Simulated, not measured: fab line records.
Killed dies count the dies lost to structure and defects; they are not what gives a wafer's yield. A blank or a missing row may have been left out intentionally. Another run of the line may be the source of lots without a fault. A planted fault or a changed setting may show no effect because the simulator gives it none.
The tool behind it: which one? / flow berkeley cmos170 / 21 wafers from 7 lots sampled at 2 of the route's 331 steps

WHAT EACH GAUGE READ, for each wafer
UCB170_PLDD_TW_MEAS_11.
lot=L634; measured=day 6 15:35; on=film metro-02; PLDD_TW=1003 999 999
lot=L638; measured=day 7 13:39; on=film metro-02; PLDD_TW=1001 1005 1000
lot=L642; measured=day 8 06:37; on=film metro-04; PLDD_TW=1023 1027 1025
lot=L645; measured=day 9 04:20; on=film metro-02; PLDD_TW=1003 1007 1002
lot=L646; measured=day 9 05:11; on=film metro-04; PLDD_TW=1014 1014 1013
lot=L652; measured=day 9 17:43; on=film metro-02; PLDD_TW=1003 1006 1002
lot=L657; measured=day 11 10:12; on=film metro-03; PLDD_TW=1131 1125 1123

EACH LOT AND THE TOOL THAT RAN IT (in order: tool; ch and the chambers of the sampled wafers; start)
lot=L634; UCB170_PLDD_IMPLANT_09=implanter-04 ch 0, day 6 15:20
lot=L638; UCB170_PLDD_IMPLANT_09=implanter-03 ch 0, day 7 13:26
lot=L642; UCB170_PLDD_IMPLANT_09=implanter-04 ch 0, day 8 06:22
lot=L645; UCB170_PLDD_IMPLANT_09=implanter-03 ch 0, day 9 04:05
lot=L646; UCB170_PLDD_IMPLANT_09=implanter-04 ch 0, day 9 04:56
lot=L652; UCB170_PLDD_IMPLANT_09=implanter-03 ch 0, day 9 17:29
lot=L657; UCB170_PLDD_IMPLANT_09=implanter-03 ch 0, day 11 09:58
- UCB170_PLDD_IMPLANT_09

THE ANSWER, worked out from the rows above alone
Rule: usual is defined by the lots themselves. The widest of any qualifying gaps counts: lots, ordered by their means at a reading, are off when they make up no more than a third of the lots, leave a main group of 4 or more, and stand apart from it by 3 or more times the standard deviation of that group's means. A main group whose means are all the same, to the digits that the tables above print for the reading, isn't used. Also off: a lot with no number at a reading for which 4 or more lots have one. All remaining lots with rows at the step are treated as sound.
Off: L657, at UCB170_PLDD_TW_MEAS_11 (PLDD_TW). For the main group the mean is 1008 and the standard deviation 8.7.
A tool fits if, at a process step before that reading, it ran every lot that is off, and no sound lot after the first of them. The gauges at UCB170_PLDD_TW_MEAS_11 are tried like those tools. 2 tools fit, implanter-03 at UCB170_PLDD_IMPLANT_09 and film metro-03 at UCB170_PLDD_TW_MEAS_11, so this cannot tell which one it is.

WHAT THE SIMULATOR HAD INSERTED
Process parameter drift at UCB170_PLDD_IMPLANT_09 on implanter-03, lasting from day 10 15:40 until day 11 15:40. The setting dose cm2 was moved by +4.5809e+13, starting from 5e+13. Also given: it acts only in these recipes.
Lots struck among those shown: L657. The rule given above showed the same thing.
